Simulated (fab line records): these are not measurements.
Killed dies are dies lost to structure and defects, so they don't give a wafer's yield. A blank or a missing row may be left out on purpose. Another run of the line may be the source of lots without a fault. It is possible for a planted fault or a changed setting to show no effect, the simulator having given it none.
Struck lot and sound lot, side by side + flow ritCmos + 13 out of 202 route steps
Sound: the wafers L375.2, L375.4, L375.6. Wafers struck: L372.1, L372.2, L372.6. The cause is named last.
Each step with rows lists, per side, the tool, then ch with its chambers, then its first start. Under that, the readings that differ: sound wafers + struck wafers + difference of the means + sigmas: that difference in standard deviations of wafers without a fault.
alike: a reading whose means differ by less than 2 such deviations, as well as words and numbers matching on both sides. not compared: withheld readings; readings where some wafer has no value; bounds like >300 that might hide an equal value; numbers whose values overlap and for which the record gives no deviation.
A row with sigmas, a row that says differs or no value, or rows on one side alone: a step with any of these is where the two part. Numbers that have no deviation but don't overlap get no sigmas and don't part them. A reading missing from all wafers of one side parts the sides only when that side holds two or more wafers.

first, 1 step without rows for these wafers: RIT_SDANNEAL_CLEAN_02 (cleans in SC2, time 600 s).
RIT_SDANNEAL_RTA_03: time 5 s.
  sound on rtpAnneal-02 ch 0, day 6 12:26; struck on rtpAnneal-01 ch 0, day 5 21:37
  alike: annealTempCMax, chamberO2Ppm, wafer_temp_C_max
RIT_SDANNEAL_RS_MEAS_04: a four-point-probe measurement.
  struck on filmMetro-02, day 5 21:40; sound on filmMetro-04, day 6 12:31
  alike: PSD_RS
RIT_SDANNEAL_RS_MEAS_05: a four-point-probe measurement.
  struck on filmMetro-02, day 5 21:47; sound on filmMetro-04, day 6 12:38
  alike: NSD_RS
RIT_SDANNEAL_RS_MEAS_06: a four-point-probe measurement.
  struck on filmMetro-02, day 5 21:55; sound on filmMetro-04, day 6 12:45
  alike: PLDD_RS
RIT_SDANNEAL_RS_MEAS_07: a four-point-probe measurement.
  struck on filmMetro-02, day 5 22:02; sound on filmMetro-04, day 6 12:52
  alike: NLDD_RS
then, 1 step without rows for these wafers: RIT_SILICIDE_WET_ETCH_00 (etches SiO2 in BOE, target depth 14 nm, time 15 s).
RIT_SILICIDE_SPUTTER_01: material Ti, target thk 30 nm, time 240 s.
  struck on pvdSputter-03, day 5 22:10; sound on pvdSputter-01, day 6 12:59
  alike: cathodeDcPowerW, throttleValvePct
RIT_SILICIDE_RS_MEAS_02: a four-point-probe measurement.
  struck on filmMetro-01, day 5 22:19; sound on filmMetro-03, day 6 13:10
  alike: SILICIDE_TI_RS
RIT_SILICIDE_THK_MEAS_03: measures by xrf.
  struck on filmMetro-01, day 5 22:26; sound on filmMetro-03, day 6 13:16
  alike: SILICIDE_TI_THK
RIT_SILICIDE_RTA_04: time 10 s, ramp up 5 s, ramp down 5 s.
  sound on rtpAnneal-01 ch 0, day 6 13:20; struck on rtpAnneal-02 ch 0, day 5 22:30
| reading      | sound             | struck            | difference | sigmas |
|--------------|-------------------|-------------------|------------|--------|
| chamberO2Ppm | 1.987 2.015 1.983 | 2.035 2.033 2.034 | +0.039     | +2     |
  alike: annealTempCMax, wafer_temp_C_max
then, 1 step without rows for these wafers: RIT_SILICIDE_WET_ETCH_05 (etches Ti in SPM, time 120 s).
RIT_SILICIDE_RTA_06: time 10 s, ramp up 5 s, ramp down 10 s.
  struck on rtpAnneal-01, day 5 22:36; sound on rtpAnneal-02 ch 0, day 6 13:26
  no value came back on the struck wafers for annealTempCMax, chamberO2Ppm, wafer_temp_C_max; on the sound wafers annealTempCMax reads 753.5 753.2 753.8

## WHERE THEY PART
Earliest at RIT_SILICIDE_RTA_04; latest, in this record, at RIT_SILICIDE_RTA_06.

WHY: what had been put in by the simulator
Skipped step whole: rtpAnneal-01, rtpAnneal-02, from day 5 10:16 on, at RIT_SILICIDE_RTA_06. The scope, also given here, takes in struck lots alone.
